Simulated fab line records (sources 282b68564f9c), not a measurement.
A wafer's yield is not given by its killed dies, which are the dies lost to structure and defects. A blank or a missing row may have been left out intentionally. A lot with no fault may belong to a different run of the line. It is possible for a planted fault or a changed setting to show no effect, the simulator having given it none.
One fault seen from 2 desks ; flow ritCmos ; each desk holds nothing but its own numbers, with what lay behind them at the end

== FROM THE METROLOGY DESK ==
Lot by lot, what the gauges showed, no matter which tool ran the lot: averages of those sampled wafers that carry a number. If a lot's mean is further than 4 standard deviations from the usual mean, the lot is out of limits and carries the mark OUT (the distance appears in the brackets).
Columns: A = NLDD_OVL at RIT_NLDD_OVL_MEAS_06, usual 0.5 nm; B = PSD_OVL at RIT_PSD_OVL_MEAS_06, usual 0.1 nm; C = M1_AL_RS at RIT_M1_RS_MEAS_01, usual 0.0733 ohm/sq; D = M1_AL_THK at RIT_M1_THK_MEAS_02, usual 402 nm
lot;first seen here;A;B;C;D
L483;day 2 18:25;1.6;-0.6;0.0730;402
L484;day 3 02:38;0.6;-3.3;0.0723;407
L486;day 3 11:39;1.8;-0.5;0.0733;401
L487;day 3 14:37;0.3;2.3;0.0717;412
L488;day 3 22:19;-0.9;1.4;0.0743;394
L489;day 4 04:04;0.4;-1.1;0.0735;401
L491;day 4 10:40;1.0;-0.5;0.0730;403
L492;day 4 15:29;2.2;0.3;0.0720;410
L494;day 5 01:16;-1.8;1.1;0.0728;405
L496;day 5 10:52;2.3;-0.5;0.0728;405
L497;day 5 15:43;-2.4;-0.5;0.0465 (-33) OUT;631 (+49) OUT
L499;day 6 02:32;-1.3;1.2;0.0471 (-33) OUT;623 (+47) OUT
L502;day 6 17:53;-1.6;0.7;0.0750;395
L504;day 7 03:17;4.0;2.5;0.0730;404
This desk's result: L497, L499 out of limits, first on L497 (M1_AL_RS at RIT_M1_RS_MEAS_01), day 6 04:16. Within limits: L483, L484, L486, L487, L488, L489, L491, L492, L494, L496, L502, L504.

== TOOL OWNER'S DESK, pvdSputter-01 ==
The tool's own readings at RIT_M1_SPUTTER_00 (material Al, target thk 400 nm, time 500 s): means of the sampled wafers that have a number, for each lot that ran on this tool. If a lot's mean is further than 4 standard deviations from the usual mean, the lot is out of limits and carries the mark OUT (the distance appears in the brackets).
Columns: A = throttleValvePct at RIT_M1_SPUTTER_00, usual 30.1 %
lot;first seen here;A
L484;day 3 14:48;29.7
L487;day 4 02:49;29.5
L489;day 4 15:29;29.4
L491;day 4 22:32;30.5
L497;day 6 03:58;30.1
L499;day 6 14:55;28.6
This desk found nothing out of limits on any of the 6 lots.

== BROUGHT TOGETHER ==
On L497, L499, the metrology desk was in a position to raise an alarm at day 6 04:16.
Nothing out of limits was seen by the tool owner's desk.
Tool owner's desk: L497, L499 on record, inside its limits.
On pvdSputter-01, each named lot ran RIT_M1_SPUTTER_00.

== WHAT WAS PUT IN BY THE SIMULATOR ==
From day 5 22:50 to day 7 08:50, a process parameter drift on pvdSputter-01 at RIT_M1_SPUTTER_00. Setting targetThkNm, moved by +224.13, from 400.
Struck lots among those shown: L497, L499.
Delay in hours, fault start to first out-of-limits reading, per desk: metrology desk 5.
